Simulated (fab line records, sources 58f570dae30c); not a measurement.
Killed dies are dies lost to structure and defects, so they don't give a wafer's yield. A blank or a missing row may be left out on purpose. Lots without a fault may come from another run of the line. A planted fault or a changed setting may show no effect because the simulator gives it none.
fab line records | flow berkeley_cmos170
record lots=14 wafers=42 last_day=12
route steps=331 shown NWELL@25 ACTIVE@75
lots that met no fault: from a run of the same line without faults
start_h: hours from the record's first day to the start of the lot's first wafer shown | wait_h: hours since the lot's step before | " the same as in the row above | L1.1+2: a row that stands for several wafers | - no value, or no start given | * or withheld: withheld | < > ~ a bound
route shown NAME@n: a module of which the file shows steps, and the number in the route of the first | usual: mean/standard deviation of fault-free wafers | same: alike in all rows | chamber/n: place in a boat | sites: the reading at each site | _std_site: their standard deviation | _edge_site: outer sites' mean less inner sites' | radius_mm: how far each site lies from the wafer's centre | mask NAME#n: copy n | behind: the tool/chamber that last shaped the wafer | hold: why the lot was held/for how many hours/how that ended | device: the transistor (n, p or np) that didn't switch | end of line: the same wafers' tests at the end of the route | a step without rows: its recipe alone | killed: dies lost to structure and defects at the first sort, not the wafer's yield | map: a wafer's dies, x killed, . not, _ none there
set.NAME: the setting as run; set.NAME@STEP: as run at that earlier step | model.NAME: the simulator's own value behind a step, which no gauge read
steps of the route over a sample of lots; a table a step, a row a wafer
services: from which hour (start_h, from the record's first day; less than 0 if before it) a tool's chamber was out of use, for how many hours, and why
## steps
# step UCB170_NWELL_DEVELOP_11
# recipe developer=TMAH develop_time_s=45 resist=KrF dev_temp_c=21
# columns lot.wafer tool chamber start_h wait_h
L323.1+3+6 litho_track-04 0 32 -
L324.2+3+5 litho_track-02 0 32 -
L325.1+5+6 litho_track-01 0 39 -
L326.2+3+6 litho_track-02 0 45 -
L327.3+5+6 litho_track-04 0 50 -
L328.3+4+6 litho_track-02 0 56 -
L332.3+4+6 litho_track-01 0 75 -
L333.2+3+4 litho_track-02 0 80 -
L334.1+4+5 litho_track-02 0 87 -
L336.2+4+5 litho_track-02 0 98 -
L340.3+5+6 litho_track-02 0 117 -
L343.1+2+6 litho_track-01 0 132 -
L344.2+5+6 litho_track-01 0 138 -
L345.2+4+5 litho_track-04 0 138 -
# step UCB170_NWELL_OVL_MEAS_12
# usual NWELL_OVL=-1/5.7
# columns lot.wafer tool chamber start_h wait_h NWELL_OVL[nm]
L323.1 overlay-02 - 32.30 - -3
L323.3 " - " " -2
L323.6 " - " " -11
L324.2 overlay-02 - 32.47 - -13
L324.3 " - " " -14
L324.5 " - " " -7
L325.1 overlay-01 - 40.09 - 5
L325.5 " - " " -3
L325.6 " - " " -8
L326.2 overlay-01 - 45.52 - -2
L326.3 " - " " -9
L326.6 " - " " 3
L327.3 overlay-02 - 50.84 - 0
L327.5 " - " " -4
L327.6 " - " " 5
L328.3 overlay-01 - 56.40 - -2
L328.4 " - " " -9
L328.6 " - " " -1
L332.3 overlay-02 - 75.86 - 7
L332.4 " - " " -1
L332.6 " - " " 0
L333.2 overlay-02 - 80.72 - -2
L333.3 " - " " 3
L333.4 " - " " 3
L334.1 overlay-01 - 87.92 - 6
L334.4 " - " " 0
L334.5 " - " " 2
L336.2 overlay-02 - 99.08 - 3
L336.4 " - " " -6
L336.5 " - " " -4
L340.3 overlay-02 - 117.96 - -5
L340.5 " - " " -7
L340.6 " - " " -7
L343.1 overlay-01 - 132.81 - -1
L343.2 " - " " 2
L343.6 " - " " -1
L344.2 overlay-02 - 138.17 - 7
L344.5 " - " " 3
L344.6 " - " " 0
L345.2 overlay-01 - 138.41 - -3
L345.4 " - " " 6
L345.5 " - " " 0
# step UCB170_NWELL_ETCH_13
# recipe chemistry=CH3F/Ar/O2 target=Si3N4 stop_on=SiO2 CH3F_flow_sccm=20 Ar_flow_sccm=50 O2_flow_sccm=7 pressure_mtorr=50 rf_w=450 target_depth_a=2464 over_etch_frac=0.1 time_s=154
# usual drypump_motor_current_A=5.7/0.39 oes_product_au=0.920/0.016 throttle_valve_pct=8.08/0.13
# columns lot.wafer tool chamber start_h wait_h drypump_motor_current_A oes_product_au rf_hours_counter_h throttle_valve_pct
L323.1 rie_diel-04 2 32.33 0.0 5.8 0.928 37 8.09
L323.3 " 3 " " 5.5 0.914 6 7.79
L323.6 " 2 " " 5.8 0.921 - 8.10
L324.2 rie_diel-01 3 32.50 0.0 6.4 0.947 49 8.19
L324.3 " 0 " " 6.0 0.913 108 8.17
L324.5 " 1 " " 5.8 0.939 - 8.31
L325.1 rie_diel-01 2 40.13 0.0 5.9 0.908 65 8.06
L325.5 " 0 " " 5.9 0.905 - 8.17
L325.6 " 3 " " 6.4 0.929 - 8.21
L326.2 rie_diel-01 0 45.55 0.0 5.9 0.892 108 8.18
L326.3 " 1 " " 5.7 0.924 20 8.32
L326.6 " 3 " " 6.5 0.943 - 8.18
L327.3 rie_diel-04 3 50.86 0.0 5.5 0.911 7 7.79
L327.5 " 2 " " 5.8 0.927 - 8.09
L327.6 " 1 " " 4.9 0.924 - 8.04
L328.3 rie_diel-02 0 56.43 0.0 5.2 0.897 72 8.10
L328.4 " 1 " " 5.4 0.903 98 8.09
L328.6 " 2 " " 6.1 0.931 - 7.94
L332.3 rie_diel-01 2 75.89 0.0 5.9 0.920 66 8.04
L332.4 " 0 " " 6.0 0.911 110 8.16
L332.6 " 2 " " 5.9 0.926 - 8.07
L333.2 rie_diel-01 1 80.75 0.0 5.8 0.935 21 8.32
L333.3 " 0 " " 5.9 0.903 110 8.17
L333.4 " 3 " " 6.4 0.936 51 8.19
L334.1 rie_diel-02 3 87.96 0.0 5.8 0.940 83 8.05
L334.4 " 2 " " 6.2 0.938 144 7.98
L334.5 " 1 " " 5.4 0.903 - 8.09
L336.2 rie_diel-01 1 99.11 0.0 5.8 0.926 22 8.30
L336.4 " 0 " " 5.9 0.905 110 8.16
L336.5 " 1 " " 5.8 0.936 - 8.31
L340.3 rie_diel-04 3 117.98 0.0 5.5 0.905 11 7.80
L340.5 " 3 " " 5.5 0.911 - 7.79
L340.6 " 2 " " 5.9 0.920 - 8.09
L343.1 rie_diel-01 2 132.85 0.0 5.9 0.913 68 8.08
L343.2 " 3 " " 6.4 0.945 53 8.19
L343.6 " 2 " " 5.9 0.916 - 8.06
L344.2 rie_diel-02 1 138.20 0.0 5.4 0.892 102 8.07
L344.5 " 0 " " 5.2 0.890 - 8.09
L344.6 " 1 " " 5.4 0.904 - 8.08
L345.2 rie_diel-01 1 138.44 0.0 5.8 0.931 23 8.29
L345.4 " 0 " " 5.9 0.905 112 8.17
L345.5 " 1 " " 5.8 0.937 - 8.31
# step UCB170_NWELL_TW_MEAS_16
# usual NWELL_TW=1248/8
# columns lot.wafer tool chamber start_h wait_h hold NWELL_TW
L323.1 film_metro-02 - 32.68 0.1 - 1256
L323.3 " - " " - 1250
L323.6 " - " " - 1253
L324.2 film_metro-01 - 32.86 0.1 - 1230
L324.3 " - " " - 1240
L324.5 " - " " - 1240
L325.1 film_metro-03 - 40.48 0.1 - 1231
L325.5 " - " " - 1240
L325.6 " - " " - 1236
L326.2 film_metro-02 - 45.91 0.1 - 1263
L326.3 " - " " - 1259
L326.6 " - " " - 1254
L327.3 film_metro-01 - 51.23 0.1 - 1242
L327.5 " - " " - 1240
L327.6 " - " " - 1238
L328.3 film_metro-01 - 56.80 0.1 - 1246
L328.4 " - " " - 1244
L328.6 " - " " - 1247
L332.3 film_metro-01 - 76.26 0.1 - 1247
L332.4 " - " " - 1246
L332.6 " - " " - 1253
L333.2 film_metro-02 - 81.11 0.1 - 1248
L333.3 " - " " - 1241
L333.4 " - " " - 1244
L334.1 film_metro-03 - 88.31 0.1 - 1235
L334.4 " - " " - 1242
L334.5 " - " " - 1242
L336.2 film_metro-02 - 99.47 0.1 await_dispo/0.2h/release 426
L336.4 " - " " await_dispo/0.2h/release 417
L336.5 " - " " await_dispo/0.2h/release 429
L336.2 film_metro-02 - 99.70 0.2 - 431
L336.4 " - " " - 417
L336.5 " - " " - 425
L340.3 film_metro-01 - 118.35 0.1 await_dispo/0.2h/release 380
L340.5 " - " " await_dispo/0.2h/release 375
L340.6 " - " " await_dispo/0.2h/release 387
L340.3 film_metro-01 - 118.58 0.2 - 383
L340.5 " - " " - 375
L340.6 " - " " - 387
L343.1 film_metro-01 - 133.20 0.1 - 1248
L343.2 " - " " - 1254
L343.6 " - " " - 1258
L344.2 film_metro-02 - 138.56 0.1 - 1256
L344.5 " - " " - 1256
L344.6 " - " " - 1263
L345.2 film_metro-03 - 138.80 0.1 - 1255
L345.4 " - " " - 1252
L345.5 " - " " - 1252
# step UCB170_ACTIVE_ETCH_15
# recipe chemistry=CH3F/Ar/O2 target=Si3N4 stop_on=SiO2 CH3F_flow_sccm=20 Ar_flow_sccm=50 O2_flow_sccm=7 pressure_mtorr=50 rf_w=450 target_depth_a=2420 over_etch_frac=0.09448 time_s=151
# usual drypump_motor_current_A=5.7/0.38 oes_product_au=0.952/0.019 throttle_valve_pct=8.11/0.13
# columns lot.wafer tool chamber start_h wait_h drypump_motor_current_A oes_product_au rf_hours_counter_h throttle_valve_pct
L323.1 rie_diel-01 2 77.23 0.0 5.9 0.942 66 8.05
L323.3 " 0 " " 6.0 0.934 110 8.18
L323.6 " 1 " " 5.8 0.965 - 8.32
L324.2 rie_diel-03 3 77.59 0.0 5.0 0.946 136 8.13
L324.3 " 2 " " 5.5 0.954 167 8.29
L324.5 " 2 " " 5.5 0.953 - 8.28
L325.1 rie_diel-02 0 89.94 0.0 5.2 0.928 73 8.11
L325.5 " 2 " " 6.2 0.952 - 7.95
L325.6 " 3 " " 5.8 0.979 - 8.05
L326.2 rie_diel-02 1 94.64 0.0 5.4 0.921 100 8.08
L326.3 " 2 " " 6.2 0.960 144 7.97
L326.6 " 1 " " 5.4 0.920 - 8.07
L327.3 rie_diel-03 2 99.26 0.0 5.6 0.948 0 8.25
L327.5 " 3 " " 5.1 0.944 - 8.13
L327.6 " 0 " " 5.6 0.940 - 8.18
L328.3 rie_diel-02 1 99.50 0.0 5.4 0.939 101 8.08
L328.4 " 3 " " 5.8 0.977 83 8.05
L328.6 " 2 " " 6.2 0.969 - 7.98
L332.3 rie_diel-03 0 118.25 0.0 5.6 0.951 73 8.18
L332.4 " 2 " " 5.5 0.937 1 8.25
L332.6 " 0 " " 5.5 0.937 - 8.19
L333.2 rie_diel-01 2 125.35 0.0 5.9 0.944 68 8.06
L333.3 " 1 " " 5.7 0.968 23 8.32
L333.4 " 0 " " 5.9 0.931 111 8.19
L334.1 rie_diel-01 0 133.56 0.0 5.9 0.931 112 8.15
L334.4 " 2 " " 5.9 0.941 68 8.06
L334.5 " 0 " " 5.9 0.925 - 8.18
L343.1 rie_diel-01 2 174.54 0.0 5.9 0.949 70 8.07
L343.2 " 1 " " 5.8 0.967 24 8.32
L343.6 " 3 " " 6.4 0.968 - 8.19
L345.2 rie_diel-01 3 183.84 0.0 6.4 0.988 55 8.19
L345.4 " 1 " " 5.8 0.970 24 8.32
L345.5 " 3 " " 6.4 0.981 - 8.19
L344.2 rie_diel-02 1 184.12 0.0 5.4 0.939 105 8.08
L344.5 " 3 " " 5.8 0.975 - 8.05
L344.6 " 0 " " 5.2 0.924 - 8.09
## services
# columns tool chamber start_h hours kind
rie_diel-02 - 31.77 4.0 pm
rie_diel-01 - 62.50 2.3 repair
rie_diel-04 2 78.70 7.3 repair
rie_diel-03 2 82.93 - clean
rie_diel-03 2 82.93 15.6 scheduled_down
rie_diel-03 2 82.93 15.6 vent_cycle
rie_diel-04 2 101.45 3.5 repair
rie_diel-04 0 116.39 4.4 repair
rie_diel-04 0 134.18 4.5 repair
rie_diel-03 0 143.74 3.4 repair
rie_diel-03 - 160.25 2.2 repair
## key
first_sign step=UCB170_NWELL_TW_MEAS_16 reading=visit direction=added
effect step=UCB170_NWELL_TW_MEAS_16 reading=NWELL_TW direction=down sigmas=99+ usual=1248 struck=402
met_at UCB170_NWELL_DEVELOP_11
struck_lots L336,L340
scrapped_behind UCB170_NWELL_TW_MEAS_16 L336.2,L336.4,L336.5,L340.3,L340.5,L340.6
not_acting_at UCB170_NWELL_OVL_MEAS_12,UCB170_NWELL_ETCH_13,UCB170_ACTIVE_ETCH_15
fault kind=process_parameter_drift tool=litho_track-02 chamber=- onset_h=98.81 steps=UCB170_NWELL_DEVELOP_11 channel=develop_time_s offset=* shape=step end_h=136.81 acts_in=* stated=*
